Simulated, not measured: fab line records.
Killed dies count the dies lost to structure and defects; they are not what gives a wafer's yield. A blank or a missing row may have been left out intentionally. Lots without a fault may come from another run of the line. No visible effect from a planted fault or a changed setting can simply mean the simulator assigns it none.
Struck lot and sound lot, side by side	flow rit cmos	34 steps out of a route of 202
Sound: wafers L335.2, L335.4, L335.6. Struck: wafers L330.2, L330.4, L330.5. Last of all comes the cause.
At each step with rows: each side's tool, then ch and its chambers, then its first start. Under that, the readings that differ: sound wafers	struck wafers	difference of the means	sigmas: that difference in standard deviations of wafers without a fault.
alike: same words and numbers on both sides, and readings whose means sit less than 2 such deviations apart. not compared: any withheld reading, any reading some wafer has no value for, any bound like >300 that may hide the same value, and any number with overlapping values for which the record gives no deviation.
Wherever a step has rows on one side only, a row that says differs or no value, or a row with sigmas, the two part there. Numbers that don't overlap but have no deviation are shown without sigmas and don't part them. Lack of a reading on every wafer of one side parts them only where that side has two or more wafers.

first, 4 steps without rows for these wafers: RIT_ACTIVE_CLEAN_15 (cleans in SC1, time 600 s); RIT_ACTIVE_CLEAN_16 (cleans in dHF, time 28.62 s); RIT_ACTIVE_CLEAN_17 (cleans in SC2, time 600 s); RIT_FOX1_OXIDATION_00 (target thk 350.7 nm, ox time 1130 s).
RIT_FOX1_THK_MEAS_01:
  sound on film metro-02, day 6 02:11; struck on film metro-04, day 5 04:32
  alike: FOX1_OXIDE_THK
then, 2 steps without rows for these wafers: RIT_FOX1_WET_ETCH_02 (etches SiO2 in BOE, target depth 350 nm, time 390 s); RIT_FOX2_OXIDATION_00 (target thk 350.7 nm, ox time 1130 s).
RIT_FOX2_THK_MEAS_01:
  sound on film metro-02, day 6 03:41; struck on film metro-01, day 5 07:23
  alike: FOX2_OXIDE_THK
then, 2 steps without rows for these wafers: RIT_FOX2_CLEAN_02 (cleans in dHF, time 180 s); RIT_FOX2_WET_ETCH_03 (etches Si3N4 in H3PO4, target depth 195 nm, time 2700 s).
RIT_FOX2_THK_MEAS_90:
  sound on film metro-03, day 6 04:38; struck on film metro-03, day 5 08:15
  alike: FIELD_OXIDE_LEFT_1_THK
then, 1 step without rows for these wafers: RIT_NWELL_HMDS_00 (prime time 60 s).
RIT_NWELL_COAT_01: resist thk 1300 nm.
  sound on litho track-02 ch 0, day 6 04:52; struck on litho track-02, day 5 08:29
  no value came back on the struck wafers for chill plate temp C (C), dispense pressure kPa (kPa), resist line temp C (C); on the sound wafers chill plate temp C (C) reads 23.05 23.13 23.03
then, 4 steps without rows for these wafers: RIT_NWELL_SOFTBAKE_02 (time 60 s); RIT_NWELL_EXPOSE_03 (exposes mask M2, target cd 43900 nm); RIT_NWELL_PEB_04; RIT_NWELL_DEVELOP_05 (develop time 68 s).
RIT_NWELL_OVL_MEAS_06:
  sound on overlay-02, day 6 05:42; struck on overlay-02, day 5 09:19
reading	sound	struck	difference	sigmas
NWELL_OVL (nm)	0.8 2.0 0.1	- - -	no value on the struck wafers	
then, 2 steps without rows for these wafers: RIT_NWELL_HARDBAKE_07 (time 120 s); RIT_NWELL_IMPLANT_08.
RIT_NWELL_STRIP_09: strips in O2, time 180 s.
  sound on plasma asher-01 ch 0, day 6 06:08; struck on plasma asher-01 ch 0,1, day 5 09:44
  alike: drypump motor current A, o2 flow sccm
  not compared: rf hours counter h
RIT_NWELL_TW_MEAS_10:
  sound on film metro-02, day 6 06:19; struck on film metro-02, day 5 09:56
  alike: NWELL_TW
then, 6 steps without rows for these wafers: RIT_PWELL_HMDS_00 (prime time 60 s); RIT_PWELL_COAT_01 (resist thk 1300 nm); RIT_PWELL_SOFTBAKE_02 (time 60 s); RIT_PWELL_EXPOSE_03 (exposes mask M3, target cd 43700 nm); RIT_PWELL_PEB_04; RIT_PWELL_DEVELOP_05 (develop time 68 s).
RIT_PWELL_OVL_MEAS_06:
  sound on overlay-02, day 6 07:26; struck on overlay-01, day 5 10:59
  alike: PWELL_OVL
then, 2 steps without rows for these wafers: RIT_PWELL_HARDBAKE_07 (time 120 s); RIT_PWELL_IMPLANT_08.
RIT_PWELL_STRIP_09: strips in O2, time 180 s.
  sound on plasma asher-03 ch 1, day 6 07:52; struck on plasma asher-03 ch 0, day 5 11:25
  alike: drypump motor current A, o2 flow sccm
  not compared: rf hours counter h
RIT_PWELL_TW_MEAS_10:
  sound on film metro-02, day 6 08:04; struck on film metro-01, day 5 11:37
reading	sound	struck	difference	sigmas
PWELL_TW	951 947 943	2210 2203 2215	+1262	+99 or more
then, 1 step without rows for these wafers: RIT_WELLDRIVE_ANNEAL_00 (time 14700 s).

== WHERE THEY PART ==
First at RIT_NWELL_COAT_01; last, within this record, at RIT_PWELL_TW_MEAS_10.

WHY: whatever the simulator had introduced
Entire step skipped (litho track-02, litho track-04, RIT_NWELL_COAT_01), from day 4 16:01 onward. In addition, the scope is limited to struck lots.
